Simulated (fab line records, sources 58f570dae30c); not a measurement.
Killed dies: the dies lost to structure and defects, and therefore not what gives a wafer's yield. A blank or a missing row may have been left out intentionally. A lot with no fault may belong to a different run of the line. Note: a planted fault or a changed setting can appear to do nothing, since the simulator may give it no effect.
fab line records || flow berkeley_cmos170
[record] {"lots": 14, "wafers": 42, "last_day": 13}
route steps=331 shown PVT@119 PSD@182 M2@287 V2@294
lots untouched by any fault: they come from a run of this same line in which no faults occurred
start_h: hours from the record's first day to the start of the lot's first wafer shown || wait_h: how many hours have passed since the lot's step before this one || " identical to the entry in the row above || L1.1+2: a row that stands for several wafers || - value missing, or start not given || * or withheld: withheld || < > ~ a bound
route shown NAME@n: a module of which the file shows steps, and the number in the route of the first || usual: the fault-free wafers' mean and standard deviation || same: alike in all rows || chamber/n: place in a boat || sites: the reading at each site || _std_site: standard deviation of those values || _edge_site: mean of outer sites minus mean of inner sites || radius_mm: how far each site lies from the wafer's centre || mask NAME#n: copy n || behind: the tool/chamber that last shaped the wafer || hold: what put the lot on hold/how long, in hours/how the hold closed || device: the transistor (n, p or np) that didn't switch || end of line: the same wafers' tests at the end of the route || where a step has no rows: the recipe by itself || killed: dies that structure and defects cost at the first sort, which is not the same as the wafer's yield || map: shows each die of a wafer: x if killed, . if not, _ if none is there
set.NAME: the setting as run; set.NAME@STEP: as run at that earlier step || model.NAME: the simulator's own value behind a step, which no gauge read
the route's steps for a sample of lots (tables are steps, rows are wafers)
services: when a tool's chamber went out of use (start_h, in hours from the record's first day, below 0 if earlier), for how many hours, and the reason
[[steps]]
[step UCB170_PVT_PEB_04]
[recipe] {"peb_temp_c": 130, "peb_time_s": "withheld", "resist": "KrF"}
[usual] {"chill_plate_temp_C": "23.00/0.099", "exhaust_pa": "45.2/0.85"}
{"lot.wafer": "L146.1", "tool": "litho_track-02", "chamber": "-", "start_h": 146.71, "wait_h": 0.1, "chill_plate_temp_C": "-", "exhaust_pa": "-"}
{"lot.wafer": "L146.2", "tool": "litho_track-02", "chamber": "-", "start_h": 146.71, "wait_h": 0.1, "chill_plate_temp_C": "-", "exhaust_pa": "-"}
{"lot.wafer": "L146.6", "tool": "litho_track-02", "chamber": "-", "start_h": 146.71, "wait_h": 0.1, "chill_plate_temp_C": "-", "exhaust_pa": "-"}
{"lot.wafer": "L144.1", "tool": "litho_track-02", "chamber": "-", "start_h": 146.98, "wait_h": 0.1, "chill_plate_temp_C": "-", "exhaust_pa": "-"}
{"lot.wafer": "L144.3", "tool": "litho_track-02", "chamber": "-", "start_h": 146.98, "wait_h": 0.1, "chill_plate_temp_C": "-", "exhaust_pa": "-"}
{"lot.wafer": "L144.4", "tool": "litho_track-02", "chamber": "-", "start_h": 146.98, "wait_h": 0.1, "chill_plate_temp_C": "-", "exhaust_pa": "-"}
{"lot.wafer": "L154.1", "tool": "litho_track-01", "chamber": 0, "start_h": 182.79, "wait_h": 0.3, "chill_plate_temp_C": 23.13, "exhaust_pa": 45.0}
{"lot.wafer": "L154.3", "tool": "litho_track-01", "chamber": 0, "start_h": 182.79, "wait_h": 0.3, "chill_plate_temp_C": 23.13, "exhaust_pa": 46.3}
{"lot.wafer": "L154.5", "tool": "litho_track-01", "chamber": 0, "start_h": 182.79, "wait_h": 0.3, "chill_plate_temp_C": 23.18, "exhaust_pa": 45.0}
{"lot.wafer": "L155.2", "tool": "litho_track-04", "chamber": 0, "start_h": 196.16, "wait_h": 0.2, "chill_plate_temp_C": 23.05, "exhaust_pa": 44.4}
{"lot.wafer": "L155.3", "tool": "litho_track-04", "chamber": 0, "start_h": 196.16, "wait_h": 0.2, "chill_plate_temp_C": 23.02, "exhaust_pa": 44.8}
{"lot.wafer": "L155.6", "tool": "litho_track-04", "chamber": 0, "start_h": 196.16, "wait_h": 0.2, "chill_plate_temp_C": 22.97, "exhaust_pa": 44.5}
{"lot.wafer": "L156.1", "tool": "litho_track-04", "chamber": 0, "start_h": 202.73, "wait_h": 0.3, "chill_plate_temp_C": 22.90, "exhaust_pa": 47.1}
{"lot.wafer": "L156.5", "tool": "litho_track-04", "chamber": 0, "start_h": 202.73, "wait_h": 0.3, "chill_plate_temp_C": 23.06, "exhaust_pa": 45.5}
{"lot.wafer": "L156.6", "tool": "litho_track-04", "chamber": 0, "start_h": 202.73, "wait_h": 0.3, "chill_plate_temp_C": 22.87, "exhaust_pa": 46.7}
{"lot.wafer": "L159.2", "tool": "litho_track-04", "chamber": 0, "start_h": 211.50, "wait_h": 0.2, "chill_plate_temp_C": 23.06, "exhaust_pa": 43.9}
{"lot.wafer": "L159.4", "tool": "litho_track-04", "chamber": 0, "start_h": 211.50, "wait_h": 0.2, "chill_plate_temp_C": 23.08, "exhaust_pa": 45.6}
{"lot.wafer": "L159.5", "tool": "litho_track-04", "chamber": 0, "start_h": 211.50, "wait_h": 0.2, "chill_plate_temp_C": 23.00, "exhaust_pa": 46.0}
{"lot.wafer": "L157.1", "tool": "litho_track-04", "chamber": 0, "start_h": 213.06, "wait_h": 0.1, "chill_plate_temp_C": 22.79, "exhaust_pa": 45.0}
{"lot.wafer": "L157.4", "tool": "litho_track-04", "chamber": 0, "start_h": 213.06, "wait_h": 0.1, "chill_plate_temp_C": 22.99, "exhaust_pa": 44.9}
{"lot.wafer": "L157.6", "tool": "litho_track-04", "chamber": 0, "start_h": 213.06, "wait_h": 0.1, "chill_plate_temp_C": 23.04, "exhaust_pa": 45.4}
{"lot.wafer": "L158.2", "tool": "litho_track-02", "chamber": 0, "start_h": 213.57, "wait_h": 0.3, "chill_plate_temp_C": 22.90, "exhaust_pa": 44.6}
{"lot.wafer": "L158.5", "tool": "litho_track-02", "chamber": 0, "start_h": 213.57, "wait_h": 0.3, "chill_plate_temp_C": 22.96, "exhaust_pa": 44.1}
{"lot.wafer": "L158.6", "tool": "litho_track-02", "chamber": 0, "start_h": 213.57, "wait_h": 0.3, "chill_plate_temp_C": 22.89, "exhaust_pa": 44.5}
{"lot.wafer": "L161.1", "tool": "litho_track-02", "chamber": 0, "start_h": 220.30, "wait_h": 0.2, "chill_plate_temp_C": 22.92, "exhaust_pa": 46.6}
{"lot.wafer": "L161.2", "tool": "litho_track-02", "chamber": 0, "start_h": 220.30, "wait_h": 0.2, "chill_plate_temp_C": 23.00, "exhaust_pa": 45.9}
{"lot.wafer": "L161.5", "tool": "litho_track-02", "chamber": 0, "start_h": 220.30, "wait_h": 0.2, "chill_plate_temp_C": 22.98, "exhaust_pa": 44.5}
{"lot.wafer": "L160.2", "tool": "litho_track-04", "chamber": 0, "start_h": 220.47, "wait_h": 0.1, "chill_plate_temp_C": 23.13, "exhaust_pa": 47.2}
{"lot.wafer": "L160.4", "tool": "litho_track-04", "chamber": 0, "start_h": 220.47, "wait_h": 0.1, "chill_plate_temp_C": 23.18, "exhaust_pa": 46.9}
{"lot.wafer": "L160.6", "tool": "litho_track-04", "chamber": 0, "start_h": 220.47, "wait_h": 0.1, "chill_plate_temp_C": 23.04, "exhaust_pa": 46.4}
{"lot.wafer": "L163.2", "tool": "litho_track-01", "chamber": 0, "start_h": 239.54, "wait_h": 0.4, "chill_plate_temp_C": 22.75, "exhaust_pa": 45.3}
{"lot.wafer": "L163.3", "tool": "litho_track-01", "chamber": 0, "start_h": 239.54, "wait_h": 0.4, "chill_plate_temp_C": 22.91, "exhaust_pa": 44.0}
{"lot.wafer": "L163.6", "tool": "litho_track-01", "chamber": 0, "start_h": 239.54, "wait_h": 0.4, "chill_plate_temp_C": 22.92, "exhaust_pa": 45.6}
{"lot.wafer": "L162.1", "tool": "litho_track-04", "chamber": 0, "start_h": 239.79, "wait_h": 0.6, "chill_plate_temp_C": 22.82, "exhaust_pa": 44.8}
{"lot.wafer": "L162.2", "tool": "litho_track-04", "chamber": 0, "start_h": 239.79, "wait_h": 0.6, "chill_plate_temp_C": 22.93, "exhaust_pa": 46.8}
{"lot.wafer": "L162.5", "tool": "litho_track-04", "chamber": 0, "start_h": 239.79, "wait_h": 0.6, "chill_plate_temp_C": 23.05, "exhaust_pa": 44.3}
{"lot.wafer": "L164.2", "tool": "litho_track-04", "chamber": 0, "start_h": 240.09, "wait_h": 0.8, "chill_plate_temp_C": 23.05, "exhaust_pa": 44.8}
{"lot.wafer": "L164.3", "tool": "litho_track-04", "chamber": 0, "start_h": 240.09, "wait_h": 0.8, "chill_plate_temp_C": 23.22, "exhaust_pa": 44.5}
{"lot.wafer": "L164.6", "tool": "litho_track-04", "chamber": 0, "start_h": 240.09, "wait_h": 0.8, "chill_plate_temp_C": 23.22, "exhaust_pa": 43.3}
{"lot.wafer": "L165.1", "tool": "litho_track-02", "chamber": 0, "start_h": 251.37, "wait_h": 0.1, "chill_plate_temp_C": 23.06, "exhaust_pa": 44.5}
{"lot.wafer": "L165.2", "tool": "litho_track-02", "chamber": 0, "start_h": 251.37, "wait_h": 0.1, "chill_plate_temp_C": 23.12, "exhaust_pa": 45.3}
{"lot.wafer": "L165.5", "tool": "litho_track-02", "chamber": 0, "start_h": 251.37, "wait_h": 0.1, "chill_plate_temp_C": 23.01, "exhaust_pa": 45.3}
[step UCB170_PSD_OVL_MEAS_07]
[usual] {"PSD_OVL": "0/5.2"}
{"lot.wafer": "L146.1", "tool": "overlay-01", "chamber": "-", "start_h": 175.31, "wait_h": 0.1, "PSD_OVL[nm]": 4}
{"lot.wafer": "L146.2", "tool": "overlay-01", "chamber": "-", "start_h": 175.31, "wait_h": 0.1, "PSD_OVL[nm]": 5}
{"lot.wafer": "L146.6", "tool": "overlay-01", "chamber": "-", "start_h": 175.31, "wait_h": 0.1, "PSD_OVL[nm]": 15}
{"lot.wafer": "L144.1", "tool": "overlay-02", "chamber": "-", "start_h": 175.73, "wait_h": 0.1, "PSD_OVL[nm]": -5}
{"lot.wafer": "L144.3", "tool": "overlay-02", "chamber": "-", "start_h": 175.73, "wait_h": 0.1, "PSD_OVL[nm]": 2}
{"lot.wafer": "L144.4", "tool": "overlay-02", "chamber": "-", "start_h": 175.73, "wait_h": 0.1, "PSD_OVL[nm]": -4}
{"lot.wafer": "L154.1", "tool": "overlay-02", "chamber": "-", "start_h": 208.12, "wait_h": 0.1, "PSD_OVL[nm]": 3}
{"lot.wafer": "L154.3", "tool": "overlay-02", "chamber": "-", "start_h": 208.12, "wait_h": 0.1, "PSD_OVL[nm]": 0}
{"lot.wafer": "L154.5", "tool": "overlay-02", "chamber": "-", "start_h": 208.12, "wait_h": 0.1, "PSD_OVL[nm]": 0}
{"lot.wafer": "L155.2", "tool": "overlay-02", "chamber": "-", "start_h": 225.30, "wait_h": 0.1, "PSD_OVL[nm]": 4}
{"lot.wafer": "L155.3", "tool": "overlay-02", "chamber": "-", "start_h": 225.30, "wait_h": 0.1, "PSD_OVL[nm]": -2}
{"lot.wafer": "L155.6", "tool": "overlay-02", "chamber": "-", "start_h": 225.30, "wait_h": 0.1, "PSD_OVL[nm]": 5}
{"lot.wafer": "L156.1", "tool": "overlay-02", "chamber": "-", "start_h": 232.96, "wait_h": 0.1, "PSD_OVL[nm]": -6}
{"lot.wafer": "L156.5", "tool": "overlay-02", "chamber": "-", "start_h": 232.96, "wait_h": 0.1, "PSD_OVL[nm]": -4}
{"lot.wafer": "L156.6", "tool": "overlay-02", "chamber": "-", "start_h": 232.96, "wait_h": 0.1, "PSD_OVL[nm]": -5}
{"lot.wafer": "L159.2", "tool": "overlay-01", "chamber": "-", "start_h": 238.45, "wait_h": 0.1, "PSD_OVL[nm]": 0}
{"lot.wafer": "L159.4", "tool": "overlay-01", "chamber": "-", "start_h": 238.45, "wait_h": 0.1, "PSD_OVL[nm]": 4}
{"lot.wafer": "L159.5", "tool": "overlay-01", "chamber": "-", "start_h": 238.45, "wait_h": 0.1, "PSD_OVL[nm]": -3}
{"lot.wafer": "L157.1", "tool": "overlay-02", "chamber": "-", "start_h": 238.71, "wait_h": 0.1, "PSD_OVL[nm]": 4}
{"lot.wafer": "L157.4", "tool": "overlay-02", "chamber": "-", "start_h": 238.71, "wait_h": 0.1, "PSD_OVL[nm]": 3}
{"lot.wafer": "L157.6", "tool": "overlay-02", "chamber": "-", "start_h": 238.71, "wait_h": 0.1, "PSD_OVL[nm]": 1}
{"lot.wafer": "L158.2", "tool": "overlay-01", "chamber": "-", "start_h": 238.80, "wait_h": 0.1, "PSD_OVL[nm]": -8}
{"lot.wafer": "L158.5", "tool": "overlay-01", "chamber": "-", "start_h": 238.80, "wait_h": 0.1, "PSD_OVL[nm]": -4}
{"lot.wafer": "L158.6", "tool": "overlay-01", "chamber": "-", "start_h": 238.80, "wait_h": 0.1, "PSD_OVL[nm]": -8}
{"lot.wafer": "L161.1", "tool": "overlay-01", "chamber": "-", "start_h": 248.78, "wait_h": 0.1, "PSD_OVL[nm]": -4}
{"lot.wafer": "L161.2", "tool": "overlay-01", "chamber": "-", "start_h": 248.78, "wait_h": 0.1, "PSD_OVL[nm]": -7}
{"lot.wafer": "L161.5", "tool": "overlay-01", "chamber": "-", "start_h": 248.78, "wait_h": 0.1, "PSD_OVL[nm]": -1}
{"lot.wafer": "L160.2", "tool": "overlay-02", "chamber": "-", "start_h": 248.82, "wait_h": 0.1, "PSD_OVL[nm]": 6}
{"lot.wafer": "L160.4", "tool": "overlay-02", "chamber": "-", "start_h": 248.82, "wait_h": 0.1, "PSD_OVL[nm]": 1}
{"lot.wafer": "L160.6", "tool": "overlay-02", "chamber": "-", "start_h": 248.82, "wait_h": 0.1, "PSD_OVL[nm]": 1}
{"lot.wafer": "L162.1", "tool": "overlay-01", "chamber": "-", "start_h": 272.27, "wait_h": 0.1, "PSD_OVL[nm]": -8}
{"lot.wafer": "L162.2", "tool": "overlay-01", "chamber": "-", "start_h": 272.27, "wait_h": 0.1, "PSD_OVL[nm]": 0}
{"lot.wafer": "L162.5", "tool": "overlay-01", "chamber": "-", "start_h": 272.27, "wait_h": 0.1, "PSD_OVL[nm]": -7}
{"lot.wafer": "L163.2", "tool": "overlay-02", "chamber": "-", "start_h": 272.33, "wait_h": 0.1, "PSD_OVL[nm]": -6}
{"lot.wafer": "L163.3", "tool": "overlay-02", "chamber": "-", "start_h": 272.33, "wait_h": 0.1, "PSD_OVL[nm]": -4}
{"lot.wafer": "L163.6", "tool": "overlay-02", "chamber": "-", "start_h": 272.33, "wait_h": 0.1, "PSD_OVL[nm]": 0}
{"lot.wafer": "L164.2", "tool": "overlay-01", "chamber": "-", "start_h": 272.55, "wait_h": 0.1, "PSD_OVL[nm]": -12}
{"lot.wafer": "L164.3", "tool": "overlay-01", "chamber": "-", "start_h": 272.55, "wait_h": 0.1, "PSD_OVL[nm]": -2}
{"lot.wafer": "L164.6", "tool": "overlay-01", "chamber": "-", "start_h": 272.55, "wait_h": 0.1, "PSD_OVL[nm]": -4}
{"lot.wafer": "L165.1", "tool": "overlay-02", "chamber": "-", "start_h": 276.98, "wait_h": 0.1, "PSD_OVL[nm]": -9}
{"lot.wafer": "L165.2", "tool": "overlay-02", "chamber": "-", "start_h": 276.98, "wait_h": 0.1, "PSD_OVL[nm]": -2}
{"lot.wafer": "L165.5", "tool": "overlay-02", "chamber": "-", "start_h": 276.98, "wait_h": 0.1, "PSD_OVL[nm]": 1}
[step UCB170_M2_OVL_MEAS_16]
[usual] {"M2_OVL": "2/4.8"}
{"lot.wafer": "L146.1", "tool": "overlay-02", "chamber": "-", "start_h": 196.37, "wait_h": 0.1, "M2_OVL[nm]": 2}
{"lot.wafer": "L146.2", "tool": "overlay-02", "chamber": "-", "start_h": 196.37, "wait_h": 0.1, "M2_OVL[nm]": 8}
{"lot.wafer": "L146.6", "tool": "overlay-02", "chamber": "-", "start_h": 196.37, "wait_h": 0.1, "M2_OVL[nm]": 8}
{"lot.wafer": "L144.1", "tool": "overlay-01", "chamber": "-", "start_h": 197.30, "wait_h": 0.1, "M2_OVL[nm]": -11}
{"lot.wafer": "L144.3", "tool": "overlay-01", "chamber": "-", "start_h": 197.30, "wait_h": 0.1, "M2_OVL[nm]": -7}
{"lot.wafer": "L144.4", "tool": "overlay-01", "chamber": "-", "start_h": 197.30, "wait_h": 0.1, "M2_OVL[nm]": -5}
{"lot.wafer": "L154.1", "tool": "overlay-02", "chamber": "-", "start_h": 225.64, "wait_h": 0.1, "M2_OVL[nm]": -3}
{"lot.wafer": "L154.3", "tool": "overlay-02", "chamber": "-", "start_h": 225.64, "wait_h": 0.1, "M2_OVL[nm]": 3}
{"lot.wafer": "L154.5", "tool": "overlay-02", "chamber": "-", "start_h": 225.64, "wait_h": 0.1, "M2_OVL[nm]": -4}
{"lot.wafer": "L155.2", "tool": "overlay-01", "chamber": "-", "start_h": 245.51, "wait_h": 0.1, "M2_OVL[nm]": -3}
{"lot.wafer": "L155.3", "tool": "overlay-01", "chamber": "-", "start_h": 245.51, "wait_h": 0.1, "M2_OVL[nm]": -3}
{"lot.wafer": "L155.6", "tool": "overlay-01", "chamber": "-", "start_h": 245.51, "wait_h": 0.1, "M2_OVL[nm]": 5}
{"lot.wafer": "L156.1", "tool": "overlay-01", "chamber": "-", "start_h": 250.20, "wait_h": 0.1, "M2_OVL[nm]": -1}
{"lot.wafer": "L156.5", "tool": "overlay-01", "chamber": "-", "start_h": 250.20, "wait_h": 0.1, "M2_OVL[nm]": 0}
{"lot.wafer": "L156.6", "tool": "overlay-01", "chamber": "-", "start_h": 250.20, "wait_h": 0.1, "M2_OVL[nm]": -7}
{"lot.wafer": "L159.2", "tool": "overlay-02", "chamber": "-", "start_h": 256.97, "wait_h": 0.1, "M2_OVL[nm]": 6}
{"lot.wafer": "L159.4", "tool": "overlay-02", "chamber": "-", "start_h": 256.97, "wait_h": 0.1, "M2_OVL[nm]": 5}
{"lot.wafer": "L159.5", "tool": "overlay-02", "chamber": "-", "start_h": 256.97, "wait_h": 0.1, "M2_OVL[nm]": -1}
{"lot.wafer": "L157.1", "tool": "overlay-01", "chamber": "-", "start_h": 259.99, "wait_h": 0.1, "M2_OVL[nm]": 6}
{"lot.wafer": "L157.4", "tool": "overlay-01", "chamber": "-", "start_h": 259.99, "wait_h": 0.1, "M2_OVL[nm]": 3}
{"lot.wafer": "L157.6", "tool": "overlay-01", "chamber": "-", "start_h": 259.99, "wait_h": 0.1, "M2_OVL[nm]": 3}
{"lot.wafer": "L158.2", "tool": "overlay-02", "chamber": "-", "start_h": 260.19, "wait_h": 0.1, "M2_OVL[nm]": 2}
{"lot.wafer": "L158.5", "tool": "overlay-02", "chamber": "-", "start_h": 260.19, "wait_h": 0.1, "M2_OVL[nm]": 3}
{"lot.wafer": "L158.6", "tool": "overlay-02", "chamber": "-", "start_h": 260.19, "wait_h": 0.1, "M2_OVL[nm]": 5}
{"lot.wafer": "L161.1", "tool": "overlay-02", "chamber": "-", "start_h": 267.10, "wait_h": 0.1, "M2_OVL[nm]": 4}
{"lot.wafer": "L161.2", "tool": "overlay-02", "chamber": "-", "start_h": 267.10, "wait_h": 0.1, "M2_OVL[nm]": 6}
{"lot.wafer": "L161.5", "tool": "overlay-02", "chamber": "-", "start_h": 267.10, "wait_h": 0.1, "M2_OVL[nm]": 8}
{"lot.wafer": "L160.2", "tool": "overlay-02", "chamber": "-", "start_h": 268.54, "wait_h": 0.1, "M2_OVL[nm]": 11}
{"lot.wafer": "L160.4", "tool": "overlay-02", "chamber": "-", "start_h": 268.54, "wait_h": 0.1, "M2_OVL[nm]": 7}
{"lot.wafer": "L160.6", "tool": "overlay-02", "chamber": "-", "start_h": 268.54, "wait_h": 0.1, "M2_OVL[nm]": 12}
{"lot.wafer": "L162.1", "tool": "overlay-01", "chamber": "-", "start_h": 290.65, "wait_h": 0.1, "M2_OVL[nm]": 10}
{"lot.wafer": "L162.2", "tool": "overlay-01", "chamber": "-", "start_h": 290.65, "wait_h": 0.1, "M2_OVL[nm]": 8}
{"lot.wafer": "L162.5", "tool": "overlay-01", "chamber": "-", "start_h": 290.65, "wait_h": 0.1, "M2_OVL[nm]": 8}
{"lot.wafer": "L163.2", "tool": "overlay-02", "chamber": "-", "start_h": 292.28, "wait_h": 0.1, "M2_OVL[nm]": 8}
{"lot.wafer": "L163.3", "tool": "overlay-02", "chamber": "-", "start_h": 292.28, "wait_h": 0.1, "M2_OVL[nm]": 1}
{"lot.wafer": "L163.6", "tool": "overlay-02", "chamber": "-", "start_h": 292.28, "wait_h": 0.1, "M2_OVL[nm]": 3}
{"lot.wafer": "L164.2", "tool": "overlay-01", "chamber": "-", "start_h": 292.56, "wait_h": 0.1, "M2_OVL[nm]": 10}
{"lot.wafer": "L164.3", "tool": "overlay-01", "chamber": "-", "start_h": 292.56, "wait_h": 0.1, "M2_OVL[nm]": -2}
{"lot.wafer": "L164.6", "tool": "overlay-01", "chamber": "-", "start_h": 292.56, "wait_h": 0.1, "M2_OVL[nm]": 5}
{"lot.wafer": "L165.1", "tool": "overlay-02", "chamber": "-", "start_h": 298.84, "wait_h": 0.1, "M2_OVL[nm]": -1}
{"lot.wafer": "L165.2", "tool": "overlay-02", "chamber": "-", "start_h": 298.84, "wait_h": 0.1, "M2_OVL[nm]": 0}
{"lot.wafer": "L165.5", "tool": "overlay-02", "chamber": "-", "start_h": 298.84, "wait_h": 0.1, "M2_OVL[nm]": -1}
[step UCB170_V2_CMP_02]
[recipe] {"material": "SiO2", "down_force_psi": 6, "platen_rpm": 60, "pad_velocity_m_s": 0.75398}
[usual] {"motor_current_A": "15.6/1.7"}
{"lot.wafer": "L146.2", "tool": "cmp-02", "chamber": 0, "start_h": 197.13, "wait_h": 0.1, "motor_current_A": 17.6}
{"lot.wafer": "L146.1", "tool": "cmp-02", "chamber": 1, "start_h": 197.13, "wait_h": 0.1, "motor_current_A": 18.2}
{"lot.wafer": "L146.6", "tool": "cmp-02", "chamber": 3, "start_h": 197.13, "wait_h": 0.1, "motor_current_A": 14.4}
{"lot.wafer": "L144.4", "tool": "cmp-01", "chamber": 3, "start_h": 198.00, "wait_h": 0.0, "motor_current_A": 17.0}
{"lot.wafer": "L144.1", "tool": "cmp-01", "chamber": 0, "start_h": 198.00, "wait_h": 0.0, "motor_current_A": 15.8}
{"lot.wafer": "L144.3", "tool": "cmp-01", "chamber": 1, "start_h": 198.00, "wait_h": 0.0, "motor_current_A": 12.9}
{"lot.wafer": "L154.3", "tool": "cmp-01", "chamber": 0, "start_h": 226.34, "wait_h": 0.0, "motor_current_A": 16.5}
{"lot.wafer": "L154.1", "tool": "cmp-01", "chamber": 3, "start_h": 226.34, "wait_h": 0.0, "motor_current_A": 18.2}
{"lot.wafer": "L154.5", "tool": "cmp-01", "chamber": 1, "start_h": 226.34, "wait_h": 0.0, "motor_current_A": 13.6}
{"lot.wafer": "L155.2", "tool": "cmp-02", "chamber": 2, "start_h": 246.26, "wait_h": 0.1, "motor_current_A": 14.3}
{"lot.wafer": "L155.3", "tool": "cmp-02", "chamber": 0, "start_h": 246.26, "wait_h": 0.1, "motor_current_A": 16.4}
{"lot.wafer": "L155.6", "tool": "cmp-02", "chamber": 1, "start_h": 246.26, "wait_h": 0.1, "motor_current_A": 17.2}
{"lot.wafer": "L156.1", "tool": "cmp-01", "chamber": 0, "start_h": 251.00, "wait_h": 0.1, "motor_current_A": 15.7}
{"lot.wafer": "L156.5", "tool": "cmp-01", "chamber": 2, "start_h": 251.00, "wait_h": 0.1, "motor_current_A": 13.9}
{"lot.wafer": "L156.6", "tool": "cmp-01", "chamber": 3, "start_h": 251.00, "wait_h": 0.1, "motor_current_A": 17.3}
{"lot.wafer": "L159.2", "tool": "cmp-01", "chamber": 1, "start_h": 257.67, "wait_h": 0.0, "motor_current_A": 13.4}
{"lot.wafer": "L159.4", "tool": "cmp-01", "chamber": 3, "start_h": 257.67, "wait_h": 0.0, "motor_current_A": 17.0}
{"lot.wafer": "L159.5", "tool": "cmp-01", "chamber": 1, "start_h": 257.67, "wait_h": 0.0, "motor_current_A": 13.7}
{"lot.wafer": "L157.1", "tool": "cmp-02", "chamber": 1, "start_h": 260.74, "wait_h": 0.1, "motor_current_A": 17.6}
{"lot.wafer": "L157.4", "tool": "cmp-02", "chamber": 2, "start_h": 260.74, "wait_h": 0.1, "motor_current_A": 16.0}
{"lot.wafer": "L157.6", "tool": "cmp-02", "chamber": 0, "start_h": 260.74, "wait_h": 0.1, "motor_current_A": 16.5}
{"lot.wafer": "L158.2", "tool": "cmp-01", "chamber": 3, "start_h": 260.99, "wait_h": 0.1, "motor_current_A": 18.9}
{"lot.wafer": "L158.5", "tool": "cmp-01", "chamber": 1, "start_h": 260.99, "wait_h": 0.1, "motor_current_A": 13.5}
{"lot.wafer": "L158.6", "tool": "cmp-01", "chamber": 2, "start_h": 260.99, "wait_h": 0.1, "motor_current_A": 13.8}
{"lot.wafer": "L161.1", "tool": "cmp-02", "chamber": 2, "start_h": 267.90, "wait_h": 0.1, "motor_current_A": 15.5}
{"lot.wafer": "L161.2", "tool": "cmp-02", "chamber": 3, "start_h": 267.90, "wait_h": 0.1, "motor_current_A": 13.4}
{"lot.wafer": "L161.5", "tool": "cmp-02", "chamber": 0, "start_h": 267.90, "wait_h": 0.1, "motor_current_A": 16.8}
{"lot.wafer": "L160.4", "tool": "cmp-01", "chamber": 0, "start_h": 269.33, "wait_h": 0.1, "motor_current_A": 15.3}
{"lot.wafer": "L160.2", "tool": "cmp-01", "chamber": 1, "start_h": 269.33, "wait_h": 0.1, "motor_current_A": 12.9}
{"lot.wafer": "L160.6", "tool": "cmp-01", "chamber": 3, "start_h": 269.33, "wait_h": 0.1, "motor_current_A": 18.5}
{"lot.wafer": "L162.2", "tool": "cmp-02", "chamber": 1, "start_h": 291.40, "wait_h": 0.1, "motor_current_A": 17.5}
{"lot.wafer": "L162.1", "tool": "cmp-02", "chamber": 3, "start_h": 291.40, "wait_h": 0.1, "motor_current_A": 14.3}
{"lot.wafer": "L162.5", "tool": "cmp-02", "chamber": 1, "start_h": 291.40, "wait_h": 0.1, "motor_current_A": 17.2}
{"lot.wafer": "L163.3", "tool": "cmp-01", "chamber": 2, "start_h": 293.07, "wait_h": 0.1, "motor_current_A": 14.5}
{"lot.wafer": "L163.2", "tool": "cmp-01", "chamber": 3, "start_h": 293.07, "wait_h": 0.1, "motor_current_A": 18.6}
{"lot.wafer": "L163.6", "tool": "cmp-01", "chamber": 1, "start_h": 293.07, "wait_h": 0.1, "motor_current_A": 13.7}
{"lot.wafer": "L164.2", "tool": "cmp-02", "chamber": 1, "start_h": 293.25, "wait_h": 0.0, "motor_current_A": 17.4}
{"lot.wafer": "L164.3", "tool": "cmp-02", "chamber": 2, "start_h": 293.25, "wait_h": 0.0, "motor_current_A": 15.0}
{"lot.wafer": "L164.6", "tool": "cmp-02", "chamber": 2, "start_h": 293.25, "wait_h": 0.0, "motor_current_A": 15.0}
{"lot.wafer": "L165.1", "tool": "cmp-01", "chamber": 2, "start_h": 299.54, "wait_h": 0.1, "motor_current_A": 14.6}
{"lot.wafer": "L165.2", "tool": "cmp-01", "chamber": 3, "start_h": 299.54, "wait_h": 0.1, "motor_current_A": 18.4}
{"lot.wafer": "L165.5", "tool": "cmp-01", "chamber": 2, "start_h": 299.54, "wait_h": 0.1, "motor_current_A": 14.0}
[[services]]
{"tool": "cmp-01", "chamber": "-", "start_h": 131.44, "hours": 5.0, "kind": "repair"}
{"tool": "cmp-02", "chamber": "-", "start_h": 155.96, "hours": 4.2, "kind": "pm"}
{"tool": "cmp-02", "chamber": "-", "start_h": 229.55, "hours": 0.8, "kind": "repair"}
{"tool": "cmp-02", "chamber": "-", "start_h": 232.00, "hours": 4.0, "kind": "pm"}
{"tool": "cmp-02", "chamber": "-", "start_h": 236.00, "hours": "-", "kind": "consumable_replace:conditioner"}
{"tool": "cmp-02", "chamber": "-", "start_h": 236.00, "hours": "-", "kind": "consumable_replace:pad"}
{"tool": "cmp-02", "chamber": "-", "start_h": 269.71, "hours": 0.4, "kind": "repair"}
{"tool": "cmp-01", "chamber": "-", "start_h": 284.43, "hours": 3.5, "kind": "repair"}
[[key]]
[first_sign] {"step": "UCB170_PVT_PEB_04", "reading": "tool_record", "direction": "missing"}
effect none on later readings
met_at UCB170_PVT_PEB_04
struck_lots L144,L146
sort_left_out L144.1,L144.3,L144.4,L146.1,L146.2,L146.6
tester_left_out L144,L146
not_acting_at UCB170_PSD_OVL_MEAS_07,UCB170_M2_OVL_MEAS_16,UCB170_V2_CMP_02
[fault] {"kind": "skipped_step_whole", "tool": "litho_track-02", "chamber": "-", "onset_h": 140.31, "steps": "UCB170_PVT_PEB_04", "scope": "struck_lots_only"}
// tester_left_out: of these lots the tester's yield and bins aren't shown, on N5 and GAA mostly nor the transistor test; their killed dies are dies lost to structure and defects alone, not to doping, threshold or leakage, so they don't give the yield
// sort_left_out: the simulated sort isn't trusted on such a fault, so these wafers' sort isn't shown, and their yield isn't known
